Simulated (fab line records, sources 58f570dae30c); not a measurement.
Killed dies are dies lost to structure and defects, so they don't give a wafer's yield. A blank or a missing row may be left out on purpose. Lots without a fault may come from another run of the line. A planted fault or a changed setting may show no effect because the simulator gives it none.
fab line records | flow berkeley_cmos170
record lots=6 wafers=18 last_day=11
route steps=331 shown SILICIDE@212 CONTACT@216
lots that met no fault: from a run of the same line without faults
start_h: hours from the record's first day to the start of the lot's first wafer shown | wait_h: hours since the lot's step before | " the same as in the row above | L1.1+2: a row that stands for several wafers | - no value, or no start given | * or withheld: withheld | < > ~ a bound
route shown NAME@n: a module of which the file shows steps, and the number in the route of the first | usual: mean/standard deviation of fault-free wafers | same: alike in all rows | chamber/n: place in a boat | sites: the reading at each site | _std_site: their standard deviation | _edge_site: outer sites' mean less inner sites' | radius_mm: how far each site lies from the wafer's centre | mask NAME#n: copy n | behind: the tool/chamber that last shaped the wafer | hold: why the lot was held/for how many hours/how that ended | device: the transistor (n, p or np) that didn't switch | end of line: the same wafers' tests at the end of the route | a step without rows: its recipe alone | killed: dies lost to structure and defects at the first sort, not the wafer's yield | map: a wafer's dies, x killed, . not, _ none there
set.NAME: the setting as run; set.NAME@STEP: as run at that earlier step | model.NAME: the simulator's own value behind a step, which no gauge read
lots at some steps of the route; a table a step, a row a wafer
services: from which hour (start_h, from the record's first day; less than 0 if before it) a tool's chamber was out of use, for how many hours, and why
## steps
# step UCB170_SILICIDE_RS_MEAS_02
# recipe thk_meas_gauge=four-point-probe reads=Ti_of_SILICIDE_SPUTTER_01
# usual SILICIDE_TI_RS=26.0/0.43
# columns lot.wafer tool chamber start_h wait_h SILICIDE_TI_RS[ohm/sq]
L284.2 film_metro-03 - 140.11 0.0 25.1
L284.4 " - " " 26.1
L284.5 " - " " 26.1
L288.2 film_metro-02 - 164.62 0.0 26.0
L288.3 " - " " 24.9
L288.6 " - " " 24.8
L289.4 film_metro-03 - 175.38 0.1 26.5
L289.5 " - " " 26.4
L289.6 " - " " 25.4
L295.2 film_metro-04 - 190.69 0.3 26.1
L295.5 " - " " 26.3
L295.6 " - " " 26.2
L301.2 film_metro-02 - 224.52 0.0 26.0
L301.4 " - " " 26.7
L301.6 " - " " 26.4
L307.3 film_metro-03 - 243.85 0.1 26.2
L307.5 " - " " 26.3
L307.6 " - " " 25.3
# step UCB170_SILICIDE_THK_MEAS_03
# recipe thk_meas_gauge=xrf reads=Ti_of_SILICIDE_SPUTTER_01
# usual SILICIDE_TI_THK=29.8/0.46
# columns lot.wafer tool chamber start_h wait_h SILICIDE_TI_THK[nm]
L284.2 film_metro-03 - 140.22 0.1 30.6
L284.4 " - " " 29.7
L284.5 " - " " 29.7
L288.2 film_metro-02 - 164.73 0.1 29.6
L288.3 " - " " 30.9
L288.6 " - " " 30.9
L289.4 film_metro-03 - 175.47 0.1 29.4
L289.5 " - " " 29.5
L289.6 " - " " 30.6
L295.2 film_metro-04 - 190.80 0.1 30.1
L295.5 " - " " 30.0
L295.6 " - " " 30.0
L301.2 film_metro-02 - 224.63 0.1 29.8
L301.4 " - " " 29.1
L301.6 " - " " 29.4
L307.3 film_metro-03 - 243.95 0.1 29.6
L307.5 " - " " 29.5
L307.6 " - " " 30.5
# step UCB170_SILICIDE_RTA_04
# recipe temp_c=650 time_s=15 ambient=N2
# usual anneal_temp_c_max=652.8/0.47 chamber_o2_ppm=1.999/0.022 lamp_power_pct=11.00/0.29 wafer_temp_C_max=653.3/0.64
# columns lot.wafer tool chamber start_h wait_h anneal_temp_c_max chamber_o2_ppm lamp_power_pct wafer_temp_C_max
L284.2 rtp_anneal-02 0 140.28 0.1 652.8 1.984 11.21 652.8
L284.4 " 0 " " 652.7 1.981 11.21 653.3
L284.5 " 0 " " 652.7 2.014 11.20 653.1
L288.2 rtp_anneal-01 0 164.80 0.1 652.2 1.999 10.59 652.0
L288.3 " 0 " " 652.9 2.030 10.59 653.3
L288.6 " 0 " " 652.5 2.013 10.59 653.8
L289.4 rtp_anneal-02 0 175.54 0.1 652.5 2.048 11.21 653.9
L289.5 " 0 " " 652.2 1.983 11.18 653.7
L289.6 " 0 " " 652.3 2.017 11.22 653.7
L295.2 rtp_anneal-01 0 190.87 0.1 652.6 1.976 10.61 653.0
L295.5 " 0 " " 652.1 1.994 10.60 653.2
L295.6 " 0 " " 651.3 2.017 10.60 652.3
L301.2 rtp_anneal-02 0 224.69 0.1 652.4 2.003 11.18 652.4
L301.4 " 0 " " 653.0 1.979 11.22 654.3
L301.6 " 0 " " 653.0 2.016 11.19 653.0
L307.3 rtp_anneal-01 0 244.01 0.1 652.2 1.997 10.60 653.8
L307.5 " 0 " " 652.9 1.991 10.60 653.1
L307.6 " 0 " " 652.9 2.004 10.60 652.8
# step UCB170_SILICIDE_WET_ETCH_05
# recipe chemistry=SPM time_s=45 temp_c=120 target=Ti
# step UCB170_CONTACT_CLEAN_00
# recipe chemistry=SPM temp_c=120 time_s=600
# step UCB170_CONTACT_CVD_01
# recipe material=PSG target_thk_nm=700 temp_c=450 precursor=SiH4/O2/PH3 time_s=2820 pressure_mtorr=300 sih4_flow_sccm=60 o2_flow_sccm=90 ph3_flow_sccm=25
# step UCB170_CONTACT_THK_MEAS_02
# recipe reads=PSG_of_CONTACT_CVD_01
# usual CONTACT_PSG_THK=700/5.8
# columns lot.wafer tool chamber start_h wait_h CONTACT_PSG_THK[nm]
L284.2 film_metro-04 - 146.41 0.0 704
L284.4 " - " " 692
L284.5 " - " " 701
L288.2 film_metro-04 - 166.85 0.0 698
L288.3 " - " " 697
L288.6 " - " " 705
L289.4 film_metro-01 - 177.59 0.0 691
L289.5 " - " " 692
L289.6 " - " " 696
L295.2 film_metro-01 - 193.24 0.0 709
L295.5 " - " " 705
L295.6 " - " " 707
L301.2 film_metro-04 - 227.88 0.0 696
L301.4 " - " " 698
L301.6 " - " " 695
L307.3 film_metro-04 - 246.26 0.0 704
L307.5 " - " " 705
L307.6 " - " " 702
# step UCB170_CONTACT_HMDS_03
# recipe prime_time_s=60 prime_temp_c=100
# step UCB170_CONTACT_COAT_04
# recipe resist=KrF spin_rpm=1500 resist_thk_nm=900
# step UCB170_CONTACT_SOFTBAKE_05
# recipe resist=KrF temp_c=130 time_s=60
# step UCB170_CONTACT_STRIP_06
# recipe chemistry=O2 power_w=400 pressure_mtorr=3500 platen_temp_c=withheld o2_flow_sccm=400 overash_fraction=0.5
# usual drypump_motor_current_A=5.56/0.14 oes_product_au=0.735/0.0044 strip_time_to_endpoint_s=21.96/0.058
# columns lot.wafer tool chamber start_h wait_h drypump_motor_current_A oes_product_au rf_hours_counter_h strip_time_to_endpoint_s
L284.2 plasma_asher-03 0 146.91 0.1 5.49 0.732 37 21.95
L284.4 " 1 " " 5.73 0.736 - 21.95
L284.5 " 1 " " 5.71 0.733 - 21.93
L288.2 plasma_asher-03 0 167.52 0.1 5.47 0.729 39 22.00
L288.3 " 1 " " 5.68 0.731 - 21.97
L288.6 " 1 " " 5.70 0.738 - 22.03
L289.4 plasma_asher-03 1 178.10 0.1 5.68 0.740 - 21.98
L289.5 " 0 " " 5.47 0.733 - 22.04
L289.6 " 1 " " 5.66 0.737 - 22.03
L295.2 plasma_asher-01 0 193.74 0.1 5.44 0.737 8 21.90
L295.5 " 1 " " 5.49 0.731 - 21.88
L295.6 " 0 " " 5.46 0.735 - 21.85
L301.2 plasma_asher-01 1 229.11 0.1 5.50 0.732 12 21.91
L301.4 " 0 " " 5.43 0.735 - 21.98
L301.6 " 0 " " 5.43 0.741 - 21.91
L307.3 plasma_asher-01 0 247.46 0.1 5.42 0.739 - 21.96
L307.5 " 0 " " 5.42 0.737 - 21.95
L307.6 " 1 " " 5.50 0.734 - 21.96
# step UCB170_CONTACT_CLEAN_07
# recipe chemistry=SPM temp_c=120 time_s=600
# step UCB170_CONTACT_RTA_08
# recipe temp_c=900 time_s=10 ambient=N2
# usual anneal_temp_c_max=903.6/0.64 chamber_o2_ppm=2.008/0.024 lamp_power_pct=25.3/0.69 wafer_temp_C_max=904.6/0.85
# columns lot.wafer tool chamber start_h wait_h anneal_temp_c_max chamber_o2_ppm lamp_power_pct wafer_temp_C_max
L284.2 rtp_anneal-02 0 147.30 0.0 904.0 2.006 26.1 904.9
L284.4 " 0 " " 903.3 2.011 26.1 904.7
L284.5 " 0 " " 903.7 2.002 26.1 904.6
L288.2 rtp_anneal-02 - 167.81 0.0 - - - -
L288.3 " - " " - - - -
L288.6 " - " " - - - -
L289.4 rtp_anneal-01 - 178.38 0.0 - - - -
L289.5 " - " " - - - -
L289.6 " - " " - - - -
L295.2 rtp_anneal-02 0 194.03 0.0 903.0 2.035 26.1 905.2
L295.5 " 0 " " 903.7 2.003 26.1 904.2
L295.6 " 0 " " 903.9 2.016 26.2 905.2
L301.2 rtp_anneal-01 0 229.59 0.0 903.7 1.995 24.7 904.1
L301.4 " 0 " " 903.0 2.012 24.7 906.5
L301.6 " 0 " " 903.0 2.004 24.7 905.3
L307.3 rtp_anneal-01 0 247.73 0.0 905.0 1.990 24.7 903.9
L307.5 " 0 " " 903.0 1.991 24.7 903.6
L307.6 " 0 " " 903.1 1.979 24.8 903.1
# step UCB170_CONTACT_COAT_09
# recipe resist=BARC temp_c=withheld time_s=withheld spin_rpm=3000 resist_thk_nm=withheld
## services
# columns tool chamber start_h hours kind
plasma_asher-01 0 117.75 - clean
plasma_asher-01 1 117.75 - clean
rtp_anneal-02 - 210.76 2.5 repair
## key
first_sign step=UCB170_CONTACT_RTA_08 reading=tool_record direction=missing
effect none on later readings
met_at UCB170_CONTACT_RTA_08
struck_wafers L288.2,L288.3,L288.6,L289.4,L289.5,L289.6
later_rows_left_out L288.2,L288.3,L288.6,L289.4,L289.5,L289.6
sort_left_out L288.2,L288.3,L288.6,L289.4,L289.5,L289.6
tester_left_out L288,L289
onset_between 147.30 167.81
fault kind=skipped_step_whole tool=rtp_anneal-01,rtp_anneal-02 chamber=- onset_h=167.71 steps=UCB170_CONTACT_RTA_08 scope=struck_lots_only
# tester_left_out: of these lots the tester's yield and bins aren't shown, on N5 and GAA mostly nor the transistor test; their killed dies are dies lost to structure and defects alone, not to doping, threshold or leakage, so they don't give the yield
# sort_left_out: the simulated sort isn't trusted on such a fault, so these wafers' sort isn't shown, and their yield isn't known
# later_rows_left_out: the simulator's readings of these wafers behind a module that went badly wrong aren't trusted and aren't shown, but for the sort
